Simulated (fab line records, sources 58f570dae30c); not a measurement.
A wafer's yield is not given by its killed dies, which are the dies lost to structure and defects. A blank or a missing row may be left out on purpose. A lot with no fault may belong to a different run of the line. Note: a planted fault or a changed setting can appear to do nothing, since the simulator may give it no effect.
fab line records    flow berkeley-cmos170
record: lots: 14  wafers: 42  last-day: 12
route steps=331 shown WELLDRIVE@56 NSD@193 M1@251 M2@288
lots that met no fault: from a run of the same line without faults
start-h: hours from the record's first day to the start of the lot's first wafer shown    wait-h: hours since the lot's step before    " the same as in the row above    L1.1+2: several wafers, shown together as one row    - no value, or no start was given    * or withheld: withheld    < > ~ a bound
route shown NAME@n: a module of which the file shows steps, and the number in the route of the first    usual: mean/standard deviation taken from wafers without a fault    same: alike in all rows    chamber/n: place in a boat    sites: each site's reading    _std_site: their standard deviation    _edge_site: inner sites' mean taken away from outer sites' mean    radius-mm: how far each site lies from the wafer's centre    mask NAME#n: copy n    behind: tool/chamber where the wafer was last shaped    hold: why the lot went on hold/how many hours it stayed there/how the hold came to an end    device: the transistor (n, p or np) that didn't switch    end of line: at the end of the route, the tests of the same wafers    a step without rows: its recipe alone    killed: at the first sort, the dies lost to defects and structure; wafer yield is something else    map: a wafer's dies, x killed, . not, _ none there
set.NAME: the setting as run; set.NAME@STEP: as run at that earlier step    model.NAME: the simulator's own value behind a step, which no gauge read
one table for each step of the route and one row for each wafer, over a sample of lots
services: from which hour (start-h, from the record's first day; less than 0 if before it) a tool's chamber was out of use, for how many hours, and why
== steps ==
step: UCB170_WELLDRIVE_OXIDATION_01
recipe: temp-c: 1100  ambient: O2  target-thk-a: 1990  ox-time-s: 9000
usual: ox-temp-c: 1100.0/0.5  ox-temp-c-max: 1106.3/2.5
lot.wafer  tool        chamber  start-h  wait-h  ox-temp-c  ox-temp-c-max
L598.3     furnace-02  0        62.79    1.3     1100.1     1103.0
L598.5     "           0        "        "       1100.1     1103.8
L598.6     "           0        "        "       1100.0     1103.5
L599.1     furnace-02  0        62.79    3.1     1100.2     1103.7
L599.5     "           0        "        "       1099.5     1104.0
L599.6     "           0        "        "       1099.7     1103.3
L603.3     furnace-04  0        91.37    2.8     1099.9     1111.9
L603.4     "           0        "        "       1099.7     1107.5
L603.5     "           0        "        "       1099.9     1108.3
L604.1     furnace-04  -        97.79    6.1     -          -
L604.2     "           -        "        "       -          -
L604.6     "           -        "        "       -          -
L605.3     furnace-04  -        97.79    0.9     -          -
L605.4     "           -        "        "       -          -
L605.6     "           -        "        "       -          -
L610.2     furnace-04  0        126.55   0.2     1100.6     1108.1
L610.4     "           0        "        "       1099.5     1107.7
L610.5     "           0        "        "       1100.3     1109.7
L611.1     furnace-04  0        126.55   2.7     1100.1     1108.9
L611.2     "           0        "        "       1099.8     1108.6
L611.6     "           0        "        "       1100.1     1107.2
L612.3     furnace-04  0        126.55   2.7     1099.6     1106.8
L612.5     "           0        "        "       1100.1     1109.1
L612.6     "           0        "        "       1100.4     1107.5
L614.2     furnace-04  0        151.53   3.3     1098.9     1110.8
L614.3     "           0        "        "       1099.3     1108.8
L614.6     "           0        "        "       1099.4     1108.5
L615.1     furnace-04  0        156.38   2.9     1100.4     1106.8
L615.4     "           0        "        "       1100.5     1109.1
L615.5     "           0        "        "       1099.7     1107.8
L617.2     furnace-04  0        156.38   2.5     1100.9     1110.4
L617.4     "           0        "        "       1100.5     1110.0
L617.6     "           0        "        "       1099.8     1110.3
L616.1     furnace-02  0        162.89   4.2     1100.3     1103.0
L616.2     "           0        "        "       1100.1     1103.6
L616.3     "           0        "        "       1099.5     1102.9
L618.1     furnace-02  0        162.89   4.0     1100.6     1104.6
L618.3     "           0        "        "       1099.9     1103.9
L618.6     "           0        "        "       1100.4     1103.0
L619.3     furnace-02  0        162.89   4.0     1099.0     1102.9
L619.4     "           0        "        "       1099.4     1102.6
L619.6     "           0        "        "       1099.1     1102.7
step: UCB170_NSD_CD_MEAS_06
recipe: target-cd-nm: 1200
usual: cd-nm: 1200.2/1.4
lot.wafer  tool       chamber  start-h  wait-h  cd-nm
L599.1     cd-sem-02  -        159.78   -       1202.7
L599.5     "          -        "        "       1201.5
L599.6     "          -        "        "       1202.0
L598.3     cd-sem-02  -        160.18   -       1199.7
L598.5     "          -        "        "       1200.7
L598.6     "          -        "        "       1199.2
L603.3     cd-sem-02  -        192.65   -       1199.4
L603.4     "          -        "        "       1199.4
L603.5     "          -        "        "       1198.7
L611.1     cd-sem-02  -        232.82   -       1201.0
L611.2     "          -        "        "       1200.6
L611.6     "          -        "        "       1200.7
L612.3     cd-sem-01  -        233.49   -       1199.4
L612.5     "          -        "        "       1200.5
L612.6     "          -        "        "       1199.6
L610.2     cd-sem-01  -        233.59   -       1199.5
L610.4     "          -        "        "       1199.2
L610.5     "          -        "        "       1199.0
L617.2     cd-sem-02  -        252.74   -       1197.9
L617.4     "          -        "        "       1197.2
L617.6     "          -        "        "       1199.0
L614.2     cd-sem-02  -        253.74   -       1198.9
L614.3     "          -        "        "       1200.9
L614.6     "          -        "        "       1200.9
L618.1     cd-sem-01  -        262.38   -       1201.3
L618.3     "          -        "        "       1201.1
L618.6     "          -        "        "       1201.1
L619.3     cd-sem-02  -        262.70   -       1202.1
L619.4     "          -        "        "       1201.5
L619.6     "          -        "        "       1201.1
L616.1     cd-sem-02  -        262.78   -       1200.9
L616.2     "          -        "        "       1201.2
L616.3     "          -        "        "       1200.7
L615.1     cd-sem-01  -        262.93   -       1199.5
L615.4     "          -        "        "       1199.3
L615.5     "          -        "        "       1199.9
step: UCB170_M1_STRIP_13
recipe: chemistry: O2  power-w: 400  pressure-mtorr: 3500  platen-temp-c: withheld  o2-flow-sccm: 400  overash-fraction: 0.5
usual: drypump-motor-current-A: 5.7/0.35  oes-product-au: 0.720/0.0045
lot.wafer  tool             chamber  start-h  wait-h  drypump-motor-current-A  oes-product-au  rf-hours-counter-h
L598.3     plasma-asher-01  0        169.88   0.1     5.5                      0.728           -
L598.5     "                1        "        "       5.7                      0.710           -
L598.6     "                0        "        "       5.5                      0.715           -
L599.1     plasma-asher-02  0        170.35   0.1     6.2                      0.728           48
L599.5     "                0        "        "       6.2                      0.719           -
L599.6     "                1        "        "       5.5                      0.719           -
L603.3     plasma-asher-01  1        202.11   0.1     5.7                      0.718           -
L603.4     "                0        "        "       5.5                      0.729           -
L603.5     "                1        "        "       5.7                      0.717           -
L611.1     plasma-asher-03  0        241.53   0.1     5.2                      0.723           45
L611.2     "                1        "        "       6.4                      0.718           45
L611.6     "                0        "        "       5.2                      0.723           -
L612.3     plasma-asher-01  0        244.64   0.1     5.5                      0.713           -
L612.5     "                1        "        "       5.7                      0.721           -
L612.6     "                0        "        "       5.5                      0.716           -
L610.2     plasma-asher-02  1        244.85   0.1     5.5                      0.721           55
L610.4     "                1        "        "       5.5                      0.722           -
L610.5     "                0        "        "       6.2                      0.719           -
L617.2     plasma-asher-03  0        262.60   0.1     5.3                      0.725           47
L617.4     "                1        "        "       6.4                      0.712           -
L617.6     "                1        "        "       6.4                      0.723           -
L614.2     plasma-asher-02  1        266.62   0.1     5.5                      0.714           58
L614.3     "                0        "        "       6.2                      0.728           -
L614.6     "                0        "        "       6.2                      0.721           -
L618.1     plasma-asher-01  0        272.57   0.1     5.5                      0.719           55
L618.3     "                0        "        "       5.5                      0.721           -
L618.6     "                0        "        "       5.5                      0.721           -
L619.3     plasma-asher-03  1        275.13   0.1     6.4                      0.721           -
L619.4     "                0        "        "       5.3                      0.720           -
L619.6     "                0        "        "       5.3                      0.714           -
L616.1     plasma-asher-01  0        275.52   0.1     5.5                      0.721           56
L616.2     "                1        "        "       5.7                      0.715           56
L616.3     "                1        "        "       5.7                      0.720           -
L615.1     plasma-asher-03  0        275.82   0.1     5.3                      0.716           48
L615.4     "                0        "        "       5.3                      0.715           -
L615.5     "                1        "        "       6.4                      0.716           -
step: UCB170_M2_ETCH_17
recipe: chemistry: N2/H2  target-depth-a: withheld  overetch-a: withheld  target: BARC  time-s: withheld  source-w: 500  bias-w: 100  pressure-mtorr: 30  n2-flow-sccm: 100  h2-flow-sccm: 200
usual: drypump-motor-current-A: 5.7/0.4  h2-flow-sccm: 199.9/0.63  oes-product-au: 0.998/0.018  throttle-valve-pct: 13.24/0.15
lot.wafer  tool         chamber  start-h  wait-h  drypump-motor-current-A  h2-flow-sccm  oes-product-au  throttle-valve-pct
L598.3     rie-diel-04  0        176.89   0.0     5.4                      200.6         0.993           13.37
L598.5     "            3        "        "       5.8                      199.5         0.971           13.13
L598.6     "            2        "        "       5.8                      199.5         1.014           13.06
L599.1     rie-diel-03  3        179.30   0.0     6.6                      200.6         1.011           13.30
L599.5     "            3        "        "       6.6                      199.8         1.012           13.30
L599.6     "            2        "        "       5.9                      199.1         1.018           13.26
L603.3     rie-diel-03  0        209.36   0.0     5.4                      199.2         0.995           13.24
L603.4     "            1        "        "       5.3                      199.5         0.991           13.62
L603.5     "            3        "        "       6.5                      200.6         1.009           13.31
L611.1     rie-diel-04  3        247.86   0.0     5.9                      199.3         0.974           13.14
L611.2     "            1        "        "       5.4                      198.8         1.033           13.13
L611.6     "            3        "        "       5.9                      199.6         0.967           13.14
L610.2     rie-diel-03  1        253.15   0.0     5.3                      201.7         1.000           13.64
L610.4     "            0        "        "       5.4                      199.3         0.989           13.25
L610.5     "            3        "        "       6.6                      199.9         1.007           13.30
L612.3     rie-diel-04  3        253.71   0.0     5.9                      200.9         0.968           13.14
L612.5     "            2        "        "       5.7                      199.1         1.012           13.06
L612.6     "            3        "        "       5.9                      200.1         0.968           13.15
L617.2     rie-diel-03  1        270.99   0.0     5.3                      200.6         1.000           13.63
L617.4     "            0        "        "       5.4                      199.7         1.005           13.24
L617.6     "            3        "        "       6.6                      199.6         1.007           13.29
L614.2     rie-diel-04  3        280.19   0.0     5.8                      199.6         0.959           13.14
L614.3     "            1        "        "       5.4                      200.9         1.029           13.12
L614.6     "            0        "        "       5.4                      199.5         0.986           13.32
L618.1     rie-diel-02  2        280.29   0.0     6.1                      199.6         1.006           13.38
L618.3     "            1        "        "       5.0                      201.1         0.994           13.07
L618.6     "            2        "        "       6.1                      200.5         1.014           13.35
L616.1     rie-diel-03  2        283.52   0.0     5.9                      200.0         1.024           13.27
L616.2     "            0        "        "       5.4                      200.0         1.012           13.23
L616.3     "            1        "        "       5.3                      199.8         0.997           13.65
L619.3     rie-diel-02  1        283.64   0.0     5.0                      199.9         0.973           13.05
L619.4     "            2        "        "       6.1                      200.3         1.000           13.33
L619.6     "            3        "        "       5.8                      199.8         0.999           13.04
L615.1     rie-diel-04  2        283.79   0.0     5.8                      198.5         1.027           13.06
L615.4     "            1        "        "       5.4                      199.7         1.027           13.13
L615.5     "            0        "        "       5.4                      199.6         0.988           13.33
== services ==
tool             chamber  start-h  hours  kind
rie-diel-02      -        64.65    1.3    repair
rie-diel-03      2        66.55    -      clean
rie-diel-03      2        66.55    14.9   scheduled-down
rie-diel-03      -        97.87    1.0    repair
furnace-02       -        98.76    4.2    pm
rie-diel-03      0        100.88   14.2   repair
rie-diel-04      1        111.21   22.9   repair
plasma-asher-01  -        132.83   4.1    repair
plasma-asher-01  -        136.60   0.7    repair
furnace-04       -        162.63   33.1   pm
rie-diel-04      0        191.40   16.0   repair
rie-diel-03      2        195.19   5.8    repair
furnace-04       -        217.24   3.5    pm
rie-diel-03      1        236.55   7.0    repair
rie-diel-04      2        244.12   4.3    repair
furnace-02       -        247.42   2.9    pm
rie-diel-04      0        248.04   4.1    repair
rie-diel-02      3        251.18   7.4    repair
furnace-02       -        254.63   2.7    pm
rie-diel-03      -        265.82   4.0    pm
furnace-02       -        266.68   2.6    pm
rie-diel-03      -        272.80   1.1    repair
rie-diel-02      -        273.34   0.5    repair
rie-diel-03      -        277.31   2.8    pm
== key ==
first-sign: step: UCB170_WELLDRIVE_OXIDATION_01  reading: tool-record  direction: missing
effect none on later readings
met-at UCB170_WELLDRIVE_OXIDATION_01
struck-lots L604,L605
later-rows-left-out L604.1,L604.2,L604.6,L605.3,L605.4,L605.6
sort-left-out L604.1,L604.2,L604.6,L605.3,L605.4,L605.6
tester-left-out L604,L605
not-acting-at UCB170_NSD_CD_MEAS_06,UCB170_M1_STRIP_13,UCB170_M2_ETCH_17
onset-between 91.37 97.79
fault: kind: skipped-step-whole  tool: furnace-04  chamber: -  onset-h: 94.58  steps: UCB170_WELLDRIVE_OXIDATION_01  scope: struck-lots-only
tester-left-out: of these lots the tester's yield and bins aren't shown, on N5 and GAA mostly nor the transistor test; their killed dies are dies lost to structure and defects alone, not to doping, threshold or leakage, so they don't give the yield
sort-left-out: the simulated sort isn't trusted on such a fault, so these wafers' sort isn't shown, and their yield isn't known
later-rows-left-out: the simulator's readings of these wafers behind a module that went badly wrong aren't trusted and aren't shown, but for the sort
